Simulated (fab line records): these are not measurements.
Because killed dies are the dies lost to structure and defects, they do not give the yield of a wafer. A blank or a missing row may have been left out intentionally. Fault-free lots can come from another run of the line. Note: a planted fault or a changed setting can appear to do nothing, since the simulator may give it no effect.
2 desks looking at one fault / flow berkeleyCmos170 / every desk sees just its own numbers, and what lay behind them comes last

FOR THE TOOL OWNER'S DESK: pvdSputter-04
The tool's own readings at UCB170_M1_SPUTTER_00 (material Al, target thk 600 nm, time 80 s): means of the sampled wafers that have a number, for each lot that ran on this tool. The brackets show how far a lot's mean lies from the usual mean; more than 4 standard deviations puts the lot out of limits, marked OUT.
Columns: A = throttleValvePct at UCB170_M1_SPUTTER_00, usual 30.2 %
lot=L681; first seen here=day 8 08:36; A=28.8
lot=L684; first seen here=day 8 17:28; A=28.9
lot=L687; first seen here=day 9 15:16; A=28.8
lot=L695; first seen here=day 11 05:02; A=28.8
lot=L697; first seen here=day 11 11:46; A=29.3
lot=L699; first seen here=day 11 19:02; A=28.5
This desk's finding: nothing out of limits on any of the 6 lots.

METROLOGY DESK
What the gauges read, lot by lot, whatever tool the lot ran on: means of the sampled wafers that have a number. The brackets show how far a lot's mean lies from the usual mean; more than 4 standard deviations puts the lot out of limits, marked OUT.
Columns: A = M1_AL_RS at UCB170_M1_RS_MEAS_01, usual 0.0485 ohm/sq; B = M1_AL_THK at UCB170_M1_THK_MEAS_02, usual 595 nm
lot=L681; first seen here=day 8 08:40; A=0.0487; B=594
lot=L680; first seen here=day 8 11:01; A=0.0489; B=592
lot=L684; first seen here=day 8 17:34; A=0.0486; B=595
lot=L685; first seen here=day 9 12:04; A=0.0482; B=594
lot=L687; first seen here=day 9 15:22; A=0.0498; B=578
lot=L691; first seen here=day 10 04:35; A=0.0479; B=600
lot=L690; first seen here=day 10 08:12; A=0.0488; B=589
lot=L694; first seen here=day 10 22:41; A=0.0489; B=590
lot=L695; first seen here=day 11 05:11; A=0.0483; B=595
lot=L698; first seen here=day 11 10:12; A=0.0485; B=598
lot=L697; first seen here=day 11 11:52; A=0.0251 (-47) OUT; B=1148 (+85) OUT
lot=L699; first seen here=day 11 19:05; A=0.0250 (-47) OUT; B=1148 (+85) OUT
lot=L701; first seen here=day 12 08:11; A=0.0487; B=594
lot=L703; first seen here=day 12 20:38; A=0.0480; B=603
This desk reports L697, L699 out of limits; the earliest was L697 at day 11 11:52 (M1_AL_RS at UCB170_M1_RS_MEAS_01). L681, L680, L684, L685, L687, L691, L690, L694, L695, L698, L701, L703 stayed within limits.

ALL TOGETHER
The metrology desk could have raised an alarm at day 11 11:52, on L697, L699.
Nothing out of limits was seen by the tool owner's desk.
On record at the tool owner's desk: L697, L699, within its limits.
The lots listed all ran UCB170_M1_SPUTTER_00 on pvdSputter-04.

WHAT WAS PUT IN BY THE SIMULATOR
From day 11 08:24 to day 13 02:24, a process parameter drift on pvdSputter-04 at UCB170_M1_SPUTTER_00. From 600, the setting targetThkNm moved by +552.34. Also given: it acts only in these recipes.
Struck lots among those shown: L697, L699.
Delay in hours, fault start to first out-of-limits reading, per desk: metrology desk 3.
